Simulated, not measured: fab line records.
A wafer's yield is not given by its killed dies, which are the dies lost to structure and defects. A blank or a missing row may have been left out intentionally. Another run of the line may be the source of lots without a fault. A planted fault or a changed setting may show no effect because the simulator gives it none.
fab line records    flow berkeley-cmos170
[record] lots = 14  wafers = 42  last-day = 11
route steps=331 shown START@4 ZERO@13 PLDD@154 V1@257
lots with no fault: from the same line, run without faults
start-h: hours from the record's first day to the start of the lot's first wafer shown    wait-h: how many hours have passed since the lot's step before this one    " as in the row above    L1.1+2: a row that stands for several wafers    - no value present, or no start provided    * or withheld: withheld    < > ~ a bound
route shown NAME@n: a module of which the file shows steps, and the number in the route of the first    usual: the fault-free wafers' mean and standard deviation    same: alike in all rows    chamber/n: place in a boat    sites: the reading at each site    _std_site: their standard deviation    _edge_site: outer sites' mean less inner sites'    radius-mm: how far each site lies from the wafer's centre    mask NAME#n: copy n    behind: the tool/chamber that last shaped the wafer    hold: cause of the lot's hold/its duration in hours/its outcome    device: which transistor (n, p or np) failed to switch    end of line: the tests these same wafers got at the end of their route    for a step that has no rows: nothing shown but its recipe    killed: at the first sort, the dies lost to defects and structure; wafer yield is something else    map: per-die view of a wafer (x killed, . not killed, _ where there is no die)
set.NAME: the setting that was run; set.NAME@STEP: the one run at that earlier step    model.NAME: the simulator's own value behind a step, which no gauge read
route steps across a sampled set of lots; one table per step, one row per wafer
services: when a tool's chamber went out of use (start-h, in hours from the record's first day, below 0 if earlier), for how many hours, and the reason
[[steps]]
[step UCB170_START_THK_MEAS_03]
[recipe] reads = SiO2_of_START_OXIDATION_02
[usual] START_OXIDE_THK = 19.5/0.38
lot.wafer  tool           chamber  start-h  wait-h  START_OXIDE_THK[nm]
L452.3     film-metro-04  -        12.86    0.0     20.0
L452.4     "              -        "        "       19.8
L452.5     "              -        "        "       19.8
L453.1     film-metro-03  -        19.02    0.0     19.6
L453.2     "              -        "        "       19.4
L453.5     "              -        "        "       19.4
L454.1     film-metro-03  -        22.92    0.0     19.6
L454.3     "              -        "        "       19.7
L454.5     "              -        "        "       19.5
L456.2     film-metro-04  -        34.20    0.0     19.8
L456.3     "              -        "        "       19.5
L456.5     "              -        "        "       19.8
L457.1     film-metro-01  -        39.19    0.0     19.1
L457.3     "              -        "        "       19.2
L457.6     "              -        "        "       19.3
L458.2     film-metro-03  -        44.76    0.0     19.6
L458.5     "              -        "        "       19.2
L458.6     "              -        "        "       19.2
L461.2     film-metro-04  -        62.27    0.0     19.2
L461.4     "              -        "        "       19.0
L461.5     "              -        "        "       18.9
L463.1     film-metro-03  -        71.59    0.0     19.3
L463.2     "              -        "        "       19.6
L463.6     "              -        "        "       19.3
L464.1     film-metro-04  -        75.29    0.0     19.2
L464.4     "              -        "        "       19.4
L464.6     "              -        "        "       19.2
L465.1     film-metro-01  -        80.74    0.0     19.2
L465.2     "              -        "        "       19.2
L465.3     "              -        "        "       19.2
L466.1     film-metro-03  -        83.49    0.0     19.2
L466.2     "              -        "        "       19.6
L466.6     "              -        "        "       19.5
L470.3     film-metro-04  -        104.87   0.0     19.8
L470.4     "              -        "        "       20.0
L470.5     "              -        "        "       20.3
L472.3     film-metro-03  -        114.41   0.0     19.0
L472.4     "              -        "        "       19.1
L472.5     "              -        "        "       19.3
L475.1     film-metro-04  -        126.89   0.0     20.0
L475.2     "              -        "        "       19.7
L475.5     "              -        "        "       19.6
[step UCB170_ZERO_STRIP_07]
[recipe] chemistry = O2  power-w = 400  pressure-mtorr = 3500  platen-temp-c = withheld  o2-flow-sccm = 400  overash-fraction = 0.5
[usual] drypump-motor-current-A = 5.9/0.41  oes-product-au = 0.727/0.0042  strip-time-to-endpoint-s = 21.47/0.044
lot.wafer  tool             chamber  start-h  wait-h  drypump-motor-current-A  oes-product-au  rf-hours-counter-h  strip-time-to-endpoint-s
L452.3     plasma-asher-04  1        16.47    0.0     5.7                      0.723           -                   21.50
L452.4     "                0        "        "       5.8                      0.729           -                   21.52
L452.5     "                0        "        "       5.8                      0.724           -                   21.49
L453.1     plasma-asher-04  0        22.41    0.0     5.8                      0.733           17                  21.44
L453.2     "                1        "        "       5.7                      0.725           17                  21.42
L453.5     "                0        "        "       5.8                      0.729           -                   21.42
L454.1     plasma-asher-04  1        29.25    0.0     5.7                      0.724           17                  21.54
L454.3     "                1        "        "       5.7                      0.723           -                   21.41
L454.5     "                1        "        "       5.7                      0.734           -                   21.48
L456.2     plasma-asher-01  1        37.92    0.0     5.7                      0.726           34                  21.47
L456.3     "                1        "        "       5.7                      0.725           -                   21.46
L456.5     "                0        "        "       6.4                      0.722           -                   21.47
L457.1     plasma-asher-01  1        45.52    0.0     5.7                      0.722           35                  21.47
L457.3     "                1        "        "       5.6                      0.728           -                   21.51
L457.6     "                1        "        "       5.7                      0.727           -                   21.47
L458.2     plasma-asher-03  1        48.60    0.0     5.2                      0.735           36                  21.50
L458.5     "                0        "        "       6.4                      0.728           -                   21.49
L458.6     "                1        "        "       5.3                      0.724           -                   21.49
L461.2     plasma-asher-04  1        71.16    0.0     5.7                      0.715           20                  21.45
L461.4     "                1        "        "       5.7                      0.723           -                   21.47
L461.5     "                0        "        "       5.8                      0.732           -                   21.49
L464.1     plasma-asher-03  1        79.32    0.0     5.3                      0.726           39                  21.53
L464.4     "                0        "        "       6.4                      0.727           -                   21.46
L464.6     "                0        "        "       6.4                      0.724           -                   21.36
L463.1     plasma-asher-04  1        79.49    0.0     5.7                      0.731           21                  21.49
L463.2     "                0        "        "       5.8                      0.729           21                  21.41
L463.6     "                0        "        "       5.7                      0.735           -                   21.53
L465.1     plasma-asher-04  1        86.93    0.0     5.7                      0.726           22                  21.40
L465.2     "                0        "        "       5.8                      0.732           22                  21.46
L465.3     "                0        "        "       5.8                      0.722           -                   21.40
L466.1     plasma-asher-04  1        87.21    0.0     5.7                      0.729           22                  21.45
L466.2     "                0        "        "       5.8                      0.731           22                  21.56
L466.6     "                0        "        "       5.8                      0.729           -                   21.42
L470.3     plasma-asher-04  1        113.02   0.0     5.7                      0.728           -                   21.54
L470.4     "                0        "        "       5.8                      0.732           -                   21.58
L470.5     "                0        "        "       5.8                      0.721           -                   21.47
L472.3     plasma-asher-03  0        119.61   0.0     6.5                      0.726           -                   21.48
L472.4     "                1        "        "       5.3                      0.726           -                   21.48
L472.5     "                0        "        "       6.5                      0.723           -                   21.42
L475.1     plasma-asher-01  0        132.10   0.0     6.4                      0.727           1                   21.40
L475.2     "                1        "        "       5.7                      0.723           1                   21.54
L475.5     "                1        "        "       5.7                      0.732           -                   21.43
[step UCB170_PLDD_IMPLANT_09]
[recipe] species = BF2  dose-cm2 = 5e+13  energy-kev = 10  tilt-deg = 7  rotation-deg = 180
[usual] dose-ions-cm2 = 5e+13/5.4e+10  faraday-current-uA = 158.8/3
lot.wafer  tool          chamber  start-h  wait-h  dose-ions-cm2  faraday-current-uA
L452.3     implanter-02  0        134.31   0.1     4.999e+13      159.6
L452.4     "             0        "        "       5.007e+13      156.7
L452.5     "             0        "        "       4.994e+13      161.9
L453.1     implanter-04  0        134.36   0.1     5.004e+13      154.6
L453.2     "             0        "        "       4.996e+13      154.6
L453.5     "             0        "        "       5.003e+13      161.7
L454.1     implanter-04  0        145.11   0.1     5.008e+13      159.9
L454.3     "             0        "        "       5.002e+13      158.4
L454.5     "             0        "        "       5.002e+13      162.4
L456.2     implanter-04  0        150.90   0.1     5.004e+13      163.0
L456.3     "             0        "        "       5e+13          162.1
L456.5     "             0        "        "       4.993e+13      160.4
L457.1     implanter-02  0        155.16   0.1     5.001e+13      157.8
L457.3     "             0        "        "       5.001e+13      151.9
L457.6     "             0        "        "       5.006e+13      164.2
L458.2     implanter-02  0        155.74   0.1     4.998e+13      153.9
L458.5     "             0        "        "       4.997e+13      157.6
L458.6     "             0        "        "       4.985e+13      156.9
L461.2     implanter-01  0        177.01   0.1     4.998e+13      161.9
L461.4     "             0        "        "       4.988e+13      161.7
L461.5     "             0        "        "       4.998e+13      156.1
L463.1     implanter-04  0        184.07   0.1     5e+13          154.8
L463.2     "             0        "        "       5.006e+13      161.0
L463.6     "             0        "        "       5.004e+13      156.0
L464.1     implanter-02  0        184.68   0.1     4.999e+13      161.3
L464.4     "             0        "        "       5.004e+13      161.2
L464.6     "             0        "        "       5.001e+13      159.0
L466.1     implanter-04  0        193.62   0.1     3.36e+13       105.2
L466.2     "             0        "        "       3.357e+13      109.1
L466.6     "             0        "        "       3.355e+13      103.5
L465.1     implanter-02  0        194.08   0.1     4.994e+13      152.7
L465.2     "             0        "        "       4.994e+13      159.4
L465.3     "             0        "        "       4.985e+13      154.9
L470.3     implanter-04  0        213.69   0.1     3.353e+13      109.4
L470.4     "             0        "        "       3.35e+13       105.9
L470.5     "             0        "        "       3.353e+13      108.8
L472.3     implanter-02  0        220.56   0.1     4.997e+13      156.8
L472.4     "             0        "        "       4.998e+13      156.3
L472.5     "             0        "        "       5.003e+13      158.7
L475.1     implanter-01  0        228.71   0.1     5.001e+13      158.2
L475.2     "             0        "        "       5.006e+13      161.1
L475.5     "             0        "        "       4.994e+13      157.0
[step UCB170_PLDD_TW_MEAS_11]
[usual] PLDD_TW = 1009/6.6
lot.wafer  tool           chamber  start-h  wait-h  PLDD_TW
L452.3     film-metro-01  -        134.57   0.1     997
L452.4     "              -        "        "       1000
L452.5     "              -        "        "       1001
L453.1     film-metro-01  -        134.61   0.1     1003
L453.2     "              -        "        "       1007
L453.5     "              -        "        "       998
L454.1     film-metro-01  -        145.36   0.1     1012
L454.3     "              -        "        "       1010
L454.5     "              -        "        "       1010
L456.2     film-metro-04  -        151.14   0.1     1014
L456.3     "              -        "        "       1015
L456.5     "              -        "        "       1013
L457.1     film-metro-03  -        155.46   0.1     1005
L457.3     "              -        "        "       1003
L457.6     "              -        "        "       1006
L458.2     film-metro-04  -        155.97   0.1     1007
L458.5     "              -        "        "       1013
L458.6     "              -        "        "       1013
L461.2     film-metro-01  -        177.25   0.1     1002
L461.4     "              -        "        "       1002
L461.5     "              -        "        "       1008
L463.1     film-metro-04  -        184.32   0.1     1014
L463.2     "              -        "        "       1008
L463.6     "              -        "        "       1001
L464.1     film-metro-03  -        184.93   0.1     1025
L464.4     "              -        "        "       1021
L464.6     "              -        "        "       1019
L466.1     film-metro-03  -        193.87   0.1     954
L466.2     "              -        "        "       963
L466.6     "              -        "        "       957
L465.1     film-metro-01  -        194.33   0.1     999
L465.2     "              -        "        "       1005
L465.3     "              -        "        "       1001
L470.3     film-metro-04  -        213.91   0.1     954
L470.4     "              -        "        "       952
L470.5     "              -        "        "       955
L472.3     film-metro-03  -        220.78   0.1     1011
L472.4     "              -        "        "       1010
L472.5     "              -        "        "       1020
L475.1     film-metro-03  -        228.96   0.1     1011
L475.2     "              -        "        "       1017
L475.5     "              -        "        "       1014
[step UCB170_SDANNEAL_RS_MEAS_04]
[recipe] thk-meas-gauge = four-point-probe
[usual] PLDD_RS = 1032.2/2.1
lot.wafer  tool           chamber  start-h  wait-h  PLDD_RS[ohm/sq]
L452.3     film-metro-04  -        145.68   0.1     1030.9
L452.4     "              -        "        "       1031.8
L452.5     "              -        "        "       1030.7
L453.1     film-metro-03  -        145.87   0.1     1029.7
L453.2     "              -        "        "       1033.9
L453.5     "              -        "        "       1032.8
L454.1     film-metro-04  -        161.06   0.1     1033.2
L454.3     "              -        "        "       1033.5
L454.5     "              -        "        "       1031.3
L456.2     film-metro-01  -        162.13   0.1     1033.8
L456.3     "              -        "        "       1033.5
L456.5     "              -        "        "       1033.3
L457.1     film-metro-01  -        168.03   0.1     1034.4
L457.3     "              -        "        "       1033.5
L457.6     "              -        "        "       1033.8
L458.2     film-metro-03  -        168.41   0.1     1031.7
L458.5     "              -        "        "       1032.8
L458.6     "              -        "        "       1032.3
L461.2     film-metro-03  -        190.75   0.1     1032.0
L461.4     "              -        "        "       1028.1
L461.5     "              -        "        "       1032.7
L463.1     film-metro-01  -        196.06   0.1     1028.3
L463.2     "              -        "        "       1033.6
L463.6     "              -        "        "       1032.2
L464.1     film-metro-03  -        196.90   0.1     1030.5
L464.4     "              -        "        "       1032.1
L464.6     "              -        "        "       1036.0
L466.1     film-metro-03  -        205.39   0.1     1196.2
L466.2     "              -        "        "       1190.4
L466.6     "              -        "        "       1196.2
L465.1     film-metro-01  -        205.98   0.1     1033.8
L465.2     "              -        "        "       1032.9
L465.3     "              -        "        "       1030.7
L470.3     film-metro-04  -        227.51   0.1     1191.6
L470.4     "              -        "        "       1190.3
L470.5     "              -        "        "       1191.7
L472.3     film-metro-04  -        231.50   0.1     1032.1
L472.4     "              -        "        "       1031.4
L472.5     "              -        "        "       1031.4
L475.1     film-metro-01  -        243.81   0.1     1030.8
L475.2     "              -        "        "       1033.4
L475.5     "              -        "        "       1032.5
[step UCB170_V1_BOW_MEAS_03]
[recipe] mode = bow
[usual] V1_BOW = 19/6.8
lot.wafer  tool           chamber  start-h  wait-h  V1_BOW[um]
L453.1     film-metro-02  -        160.25   0.1     17
L453.2     "              -        "        "       3
L453.5     "              -        "        "       14
L452.3     film-metro-04  -        160.29   0.1     27
L452.4     "              -        "        "       19
L452.5     "              -        "        "       24
L454.1     film-metro-02  -        171.44   0.1     23
L454.3     "              -        "        "       21
L454.5     "              -        "        "       34
L456.2     film-metro-01  -        179.33   0.1     26
L456.3     "              -        "        "       40
L456.5     "              -        "        "       18
L458.2     film-metro-02  -        179.67   0.3     19
L458.5     "              -        "        "       18
L458.6     "              -        "        "       12
L457.1     film-metro-02  -        179.91   0.1     8
L457.3     "              -        "        "       20
L457.6     "              -        "        "       21
L461.2     film-metro-04  -        203.23   0.2     31
L461.4     "              -        "        "       22
L461.5     "              -        "        "       23
L463.1     film-metro-04  -        208.40   0.1     21
L463.2     "              -        "        "       21
L463.6     "              -        "        "       21
L464.1     film-metro-01  -        208.40   0.2     24
L464.4     "              -        "        "       14
L464.6     "              -        "        "       7
L466.1     film-metro-04  -        218.00   0.2     15
L466.2     "              -        "        "       15
L466.6     "              -        "        "       9
L465.1     film-metro-02  -        220.26   0.1     13
L465.2     "              -        "        "       5
L465.3     "              -        "        "       14
L470.3     film-metro-01  -        242.86   0.1     17
L470.4     "              -        "        "       14
L470.5     "              -        "        "       30
L472.3     film-metro-04  -        256.50   0.2     14
L472.4     "              -        "        "       20
L472.5     "              -        "        "       16
L475.1     film-metro-04  -        256.75   0.1     15
L475.2     "              -        "        "       22
L475.5     "              -        "        "       10
[[services]]
tool             chamber  start-h  hours  kind
plasma-asher-01  -        13.90    1.0    repair
plasma-asher-04  -        32.54    17.2   pm
implanter-01     -        52.09    4.3    pm
plasma-asher-03  -        84.24    9.9    repair
plasma-asher-03  -        100.65   0.7    repair
plasma-asher-01  -        108.75   9.0    pm
plasma-asher-01  0        108.75   9.0    vent-cycle
plasma-asher-01  1        108.75   9.0    vent-cycle
implanter-04     -        113.19   8.4    pm
plasma-asher-01  0        117.75   -      clean
plasma-asher-01  1        117.75   -      clean
implanter-01     -        146.55   3.0    repair
plasma-asher-04  -        179.09   1.3    repair
plasma-asher-04  -        187.54   2.3    repair
implanter-02     -        226.64   4.0    pm
[[key]]
[first-sign] step = UCB170_PLDD_IMPLANT_09  reading = dose-ions-cm2  direction = down  sigmas = 99+  usual = 5e+13  struck = 3.355e+13
[effect] step = UCB170_PLDD_IMPLANT_09  reading = faraday-current-uA  direction = down  sigmas = 17  usual = 158.8  struck = 107.0
[effect] step = UCB170_PLDD_TW_MEAS_11  reading = PLDD_TW  direction = down  sigmas = 8  usual = 1009  struck = 956
[effect] step = UCB170_SDANNEAL_RS_MEAS_04  reading = PLDD_RS  direction = up  sigmas = 76  usual = 1032.2  struck = 1192.7
met-at UCB170_PLDD_IMPLANT_09
struck-lots L466,L470
tester-left-out L466,L470
not-acting-at UCB170_START_THK_MEAS_03,UCB170_ZERO_STRIP_07,UCB170_V1_BOW_MEAS_03
onset-between 184.07 193.62
[fault] kind = process-parameter-drift  tool = implanter-04  chamber = -  onset-h = 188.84  steps = UCB170_PLDD_IMPLANT_09  channel = dose-cm2  offset = -1.65e+13  shape = step  end-h = 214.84  acts-in = these-recipes-only  stated = 5e+13
// tester-left-out: of these lots the tester's yield and bins aren't shown, on N5 and GAA mostly nor the transistor test; their killed dies are dies lost to structure and defects alone, not to doping, threshold or leakage, so they don't give the yield
